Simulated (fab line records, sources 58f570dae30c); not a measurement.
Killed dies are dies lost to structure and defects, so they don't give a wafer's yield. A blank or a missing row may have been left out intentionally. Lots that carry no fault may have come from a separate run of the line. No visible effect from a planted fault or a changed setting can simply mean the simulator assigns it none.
One fault seen from 2 desks	flow berkeleyCmos170	numbers are kept per desk, each desk with only its own; the story behind them comes last

TOOL OWNER'S DESK, implanter-03
The tool's own readings at UCB170_PVT_IMPLANT_07: means of the sampled wafers that have a number, for each lot that ran on this tool. The brackets show how far a lot's mean lies from the usual mean; more than 4 standard deviations puts the lot out of limits, marked OUT.
Columns: A = beamOnS at UCB170_PVT_IMPLANT_07, usual 9.99 s; B = doseIonsCm2 at UCB170_PVT_IMPLANT_07, usual 1.9996e+12; C = faradayCurrentUA at UCB170_PVT_IMPLANT_07, usual 6.35
lot	first seen here	A	B	C
L991	day 7 16:19	10.16	2.0003e+12	6.25
L993	day 8 03:29	9.97	1.9974e+12	6.36
L995	day 8 14:31	9.84	1.9997e+12	6.44
L996	day 9 00:20	10.10	2.0012e+12	6.27
L101	day 9 11:30	9.88	1.2409e+12 (-99 or more) OUT	3.99 (-20) OUT
L999	day 9 12:19	9.95	1.2396e+12 (-99 or more) OUT	3.96 (-20) OUT
Finding of this desk: L101, L999 out of limits; the first was L101 at day 9 11:30, on doseIonsCm2 at UCB170_PVT_IMPLANT_07. L991, L993, L995, L996: within limits.

AT THE METROLOGY DESK
What the gauges read, lot by lot, whatever tool the lot ran on: means of the sampled wafers that have a number. The brackets show how far a lot's mean lies from the usual mean; more than 4 standard deviations puts the lot out of limits, marked OUT.
Columns: A = PVT_TW at UCB170_PVT_TW_MEAS_09, usual 509.6
lot	first seen here	A
L987	day 7 00:07	509.9
L988	day 7 00:23	510.0
L992	day 7 16:31	509.5
L991	day 7 16:34	510.2
L993	day 8 03:43	504.1
L995	day 8 14:48	508.0
L996	day 9 00:34	513.4
L102	day 9 11:08	513.8
L101	day 9 11:43	440.7 (-31) OUT
L100	day 9 12:25	509.8
L999	day 9 12:35	442.3 (-31) OUT
L107	day 11 04:32	508.3
L108	day 11 11:37	508.0
L109	day 11 11:55	510.1
This desk reports L101, L999 out of limits; the earliest was L101 at day 9 11:43 (PVT_TW at UCB170_PVT_TW_MEAS_09). L987, L988, L992, L991, L993, L995, L996, L102, L100, L107, L108, L109: within limits.

TAKEN TOGETHER
On L101, L999, at day 9 11:30, an alarm was possible from the tool owner's desk.
Metrology desk: alarm possible at day 9 11:43 on L101, L999.
Every lot named ran UCB170_PVT_IMPLANT_07 on implanter-03.

WHAT HAD BEEN PUT IN BY THE SIMULATOR
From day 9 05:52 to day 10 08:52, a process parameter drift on implanter-03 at UCB170_PVT_IMPLANT_07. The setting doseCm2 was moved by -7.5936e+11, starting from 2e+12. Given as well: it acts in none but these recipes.
Lots struck among those shown: L101, L999.
Counting hours from when the fault started, the first reading out of limits came at 6 for the tool owner's desk and at 6 for the metrology desk.
